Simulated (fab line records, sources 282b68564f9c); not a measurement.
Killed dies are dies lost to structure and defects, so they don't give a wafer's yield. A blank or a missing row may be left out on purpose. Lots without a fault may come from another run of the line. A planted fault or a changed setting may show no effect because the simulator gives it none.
Problem report in the 8D (eight disciplines) form, filled by code | flow rit_cmos | the parts of the form that need people (team, actions taken, sign-off) are left out

1. THE PROBLEM
PWELL_TW at RIT_PWELL_TW_MEAS_10 reads a mean of 1138 on 6 wafers of 2 lots; wafers without a fault read 951 with a standard deviation of 7. That is +27 standard deviations from the usual mean.
First seen on wafer L583.3, day 4 05:22, on film_metro-03. The record holds 39 wafers of 13 lots with a number at this step. Rule for "out", or "out of limits": more than 4 standard deviations from the usual mean. The other wafers with a number count as sound.

2. WHAT IT IS AND WHAT IT IS NOT
question                    | is                           | is not
which readings at this step | PWELL_TW                     | -
which lots                  | L583, L586                   | L572, L573, L574, L575, L576, L577, L581, L590, L591, L592, L593
which wafers of those lots  | all that have a number       | -
read on which gauges        | film_metro-03, film_metro-04 | film_metro-01
when                        | from day 4 05:22             | up to then (21 sound wafers); but 12 sound wafers of L590, L591, L592, L593 came after

3. SUSPECTS, AND WHAT RULES EACH OUT
Counting: a tool at a process step up to the reading stays a suspect if it ran every lot that is out and no sound lot after the first of them.
- the gauge at RIT_PWELL_TW_MEAS_10: ruled out. The wafers that are out were read on 2 gauges (film_metro-03, film_metro-04).
- implanter-03 at RIT_PWELL_IMPLANT_08: kept. It ran every lot that is out, first L583 (day 4 05:04), and no sound lot after that; its last sound lot up to then is L576 (day 2 19:56). Its own readings are out on those wafers: dose_ions_cm2, faraday_current_uA.
Left after counting: implanter-03 at RIT_PWELL_IMPLANT_08.

4. THE CAUSE (what the simulator had put in)
Process parameter drift: implanter-03, from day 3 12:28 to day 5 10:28, at RIT_PWELL_IMPLANT_08. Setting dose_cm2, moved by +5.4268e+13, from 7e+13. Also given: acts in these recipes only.
Counting left only this tool.

5. THE CHAIN OF EFFECTS, in route order
Each row: a reading whose mean over the struck wafers that have a number lies more than 3 standard deviations from the usual. Only readings for which the record gives a usual standard deviation are gone through. hours: the time from each lot's start at the first step in this table that gives one to its start at this step, as a median over the lots. sigmas: the change in usual standard deviations.
hours | step                     | reading            | usual        | on struck wafers | change | sigmas
0     | RIT_PWELL_IMPLANT_08     | dose_ions_cm2      | 7e+13        | 1e+14            | +5e+13 | +99 or more
0     | RIT_PWELL_IMPLANT_08     | faraday_current_uA | 221          | 396              | +175   | +38
0     | RIT_PWELL_TW_MEAS_10     | PWELL_TW           | 951          | 1138             | +187   | +27
6     | RIT_WELLDRIVE_RS_MEAS_02 | PWELL_RS           | 430.7 ohm/sq | 302.0            | -128.7 | -99 or more
The process steps in it:
- RIT_PWELL_IMPLANT_08

6. WHAT WOULD HAVE CAUGHT IT SOONER
In this record the first reading out of limits at a measuring or inspecting step was taken at day 4 05:22, 17 hours after the fault began at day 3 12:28.
The tool's own readings at RIT_PWELL_IMPLANT_08 were out on every struck wafer that the step has a row for (dose_ions_cm2, faraday_current_uA): an alarm limit on them would have fired on the first of those.
Of the lots that are out (2), L586 began RIT_PWELL_IMPLANT_08 on implanter-03 after day 4 05:22. A hold on the tool at that time would have spared it.
